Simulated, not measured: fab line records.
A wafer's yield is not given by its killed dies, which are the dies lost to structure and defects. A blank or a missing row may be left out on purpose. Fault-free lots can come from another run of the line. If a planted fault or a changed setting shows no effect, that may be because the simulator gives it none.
Problem report in the 8D (eight disciplines) form, filled by code ; flow berkeley cmos170 ; the parts of the form that need people (team, actions taken, sign-off) are left out

## 1. PROBLEM STATEMENT
At UCB170_V1_CD_MEAS_90, cd nm averages 707.4 nm over 2 wafers from 2 lots, while fault-free wafers read 700.0 nm, standard deviation 1.5. That puts it +4.9 standard deviations away from the usual mean.
The step: target cd 700 nm.
First observed at day 11 05:25: wafer L697.2, on cd sem-01. At this step, 42 wafers from 14 lots have a number in the record. The rule behind "out" and "out of limits": a value lying over 4 standard deviations away from the usual mean. Any other wafer with a number is counted as sound.

## 2. WHAT THIS IS AND IS NOT
question;is;is not
which readings at this step;cd nm;-
which lots;L697, L699;L684, L685, L686, L687, L688, L689, L690, L692, L694, L698, L705, L706
which wafers of those lots;L697.2, L699.1;L697.3, L697.4, L699.2, L699.3
read on which gauges;cd sem-01;cd sem-02
when;from day 11 05:25;"up to then (29 sound wafers); but 11 sound wafers of L698, L699, L705, L706 came after"

## 3. THE SUSPECTS, EACH WITH WHAT RULES IT OUT
Counting: if a tool at a process step up to the reading ran every lot that is out, it stays a suspect. Sound lots after the first of them don't rule it out here, since some wafers of a struck lot are sound.
- ruled out: the gauge at UCB170_V1_CD_MEAS_90. All the wafers that are out were read on cd sem-01, but those of them that UCB170_V1_ETCH_14 has rows for are out there too, on other tools.
- rie diel-02 at UCB170_V1_ETCH_14 (etches SiO2 in CHF3/CF4/Ar, stops on Al, target depth 1250 nm, time 291 s): kept. It ran every lot that is out, first L697 (day 11 05:07); its last sound lot up to then is L690 (day 9 23:10). On those wafers its own readings are out: rf fwd power W.
- plasma asher-02 at UCB170_V1_STRIP_15 (strips in O2): kept. It ran every lot that is out, first L697 (day 11 05:17); its last sound lot up to then is L687 (day 9 14:30). On those wafers its own readings are out: strip time to endpoint s.
- Within rie diel-02 at UCB170_V1_ETCH_14: the wafers that are out ran in chamber 0; their sound lot-mates ran in chambers 1, 2, 3.
Remaining after the count are rie diel-02 at UCB170_V1_ETCH_14 and plasma asher-02 at UCB170_V1_STRIP_15.

## 4. THE CAUSE (what the simulator had put in)
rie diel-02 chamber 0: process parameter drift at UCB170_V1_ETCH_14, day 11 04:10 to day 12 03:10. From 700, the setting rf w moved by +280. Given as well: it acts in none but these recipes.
Counting left 2 suspects, and this tool is among them.

## 5. THE CHAIN OF EFFECTS, in route order
Each row: a reading whose mean over the struck wafers that have a number lies more than 3 standard deviations from the usual. Scope: only readings with a usual standard deviation given in the record; hours: median across lots of the time from each lot's start at the first step in this table that gives one to its start at this step; sigmas: change in usual standard deviations.
hours;step;reading;usual;on struck wafers;change;sigmas
0;UCB170_V1_ETCH_14;rf fwd power W;698.2 W;975.4;+277.1;+99 or more
0;UCB170_V1_STRIP_15;strip time to endpoint s;15.27 s;14.20;-1.07;-9.0
0;UCB170_V1_CD_MEAS_90;cd nm;700.0 nm;707.4;+7.4;+4.9
Its process steps:
- UCB170_V1_ETCH_14: etches SiO2 in CHF3/CF4/Ar, stops on Al, target depth 1250 nm, time 291 s.
- UCB170_V1_STRIP_15: strips in O2.

## 6. WHAT WOULD HAVE CAUGHT IT SOONER
In this record the first reading out of limits at a measuring or inspecting step was taken at day 11 05:25, 1 hour after the fault began at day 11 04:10.
At UCB170_V1_ETCH_14, the tool's own readings (rf fwd power W) were out on each struck wafer the step has a row for, so an alarm limit on them would have fired on the first such wafer.
L699, from the lots that are out (2), started UCB170_V1_ETCH_14 on rie diel-02 later than day 11 05:25. A tool hold placed at that time would have kept it from harm.
